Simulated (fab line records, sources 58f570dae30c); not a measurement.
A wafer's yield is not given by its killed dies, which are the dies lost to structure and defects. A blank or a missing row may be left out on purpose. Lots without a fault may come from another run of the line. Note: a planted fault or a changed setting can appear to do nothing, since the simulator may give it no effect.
Split-lot study	flow berkeleyCmos170	23 wafers read across 5 lots, on a route 331 steps long

## ABOUT THE SPLIT
At UCB170_NWELL_ETCH_13 (etches Si3N4 in CH3F/Ar/O2, stops on SiO2, target depth 246.4 nm, time 154 s), the setting timeS was moved away from the recipe's 154 s on 10 of the 23 wafers read, by -11.5% to +14.3%. For the rest of the wafers, this setting stayed at what the recipe calls for.

The reading is taken at the split's own step.

## THE READING
KrF_of_NWELL_COAT_07.thkNm (the simulator's own value, which no gauge read), in nm, at UCB170_NWELL_ETCH_13 (etches Si3N4 in CH3F/Ar/O2, stops on SiO2, target depth 246.4 nm, time 154 s). The file does not state a usual value for it. The 13 wafers here that ran the recipe average 725.3 nm, standard deviation 4.1 nm.

wafer	tool, chamber at the split	timeS as run, s	against the recipe	KrF_of_NWELL_COAT_07.thkNm, nm	against lot-mates on the recipe
L074.1	rieDiel-04, 1	176	+14.3%	698	-23.7
L074.2	rieDiel-04, 3	176	+14.3%	694.9	-26.8
L074.3	rieDiel-04, 0	154	recipe	723.4	-
L074.4	rieDiel-04, 0	154	recipe	720	-
L074.5	rieDiel-04, 1	176	+14.3%	698.5	-23.2
L076.1	rieDiel-03, 0	154	recipe	720.8	-
L076.2	rieDiel-03, 3	136.3	-11.5%	734.7	+11.0
L076.3	rieDiel-03, 1	154	recipe	726.6	-
L076.5	rieDiel-03, 2	136.3	-11.5%	740.4	+16.7
L076.6	rieDiel-03, 3	136.3	-11.5%	734.4	+10.7
L079.1	rieDiel-02, 1	173	+12.3%	708.4	-23.1
L079.2	rieDiel-02, 0	154	recipe	733.3	-
L079.3	rieDiel-02, 2	154	recipe	729	-
L079.4	rieDiel-02, 3	173	+12.3%	706	-25.5
L079.6	rieDiel-02, 0	154	recipe	732.2	-
L082.1	rieDiel-02, 0	154	recipe	727.7	-
L082.2	rieDiel-02, 2	154	recipe	721.8	-
L082.6	rieDiel-02, 2	154	recipe	723.7	-
L083.2	rieDiel-04, 0	154	recipe	725.4	-
L083.3	rieDiel-04, 1	154	recipe	720.9	-
L083.4	rieDiel-04, 2	172.1	+11.8%	701.8	-21.5
L083.5	rieDiel-04, 3	172.1	+11.8%	701.6	-21.7
L083.6	rieDiel-04, 0	154	recipe	723.6	-

FIT RESULTS
A straight line over all 23 wafers: KrF_of_NWELL_COAT_07.thkNm changes by -1.56 nm for each +1% of timeS; r = -0.94; the points scatter about the line by 4.7 nm.
The same after taking each lot's own level away (the mean of its wafers on the recipe; 23 wafers): -1.58 nm for each +1%; r = -0.97; scatter 3 nm.
The reading moves by 23 nm for the largest change in timeS, on that fit.
The lots' own levels span 721.70 to 731.50 nm, that is 2.4 times the standard deviation above.
So the lot-to-lot level changes the slope little: the two slopes agree.
Check: with one of the wafers moved furthest among these (+14.3%) left out of the fit, the line predicts -24.3 nm for it against its lot-mates. Against them it came out at -23.7 nm.

## OTHER SPLITS ON THESE WAFERS
Before the reading, these wafers also passed through other splits. Each is held against what the fit with the lots' levels taken away leaves over:
other split on the same wafers	wafers away from the commonest value	r with KrF_of_NWELL_COAT_07.thkNm (lot level and that fit taken away)
UCB170_NWELL_CVD_04 tempC	15	+0.11

## THE WHOLE CHAIN: every reading that the file lists as answering this split, in the file's order
step	what it does	reading	change (the file's fit)	r (the file's)
UCB170_NWELL_ETCH_13	etches Si3N4 in CH3F/Ar/O2, stops on SiO2, target depth 246.4 nm, time 154 s	KrF_of_NWELL_COAT_07.thkNm (the simulator's own value, which no gauge read)	-1.68 nm for each +1% of the setting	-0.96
UCB170_NWELL_STRIP_15	strips in O2	stripTimeToEndpointS	withheld for each +1% of the setting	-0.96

## THE FILE'S OWN FIT
KrF_of_NWELL_COAT_07.thkNm changes by -1.68 nm for each +1% of timeS, r = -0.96.
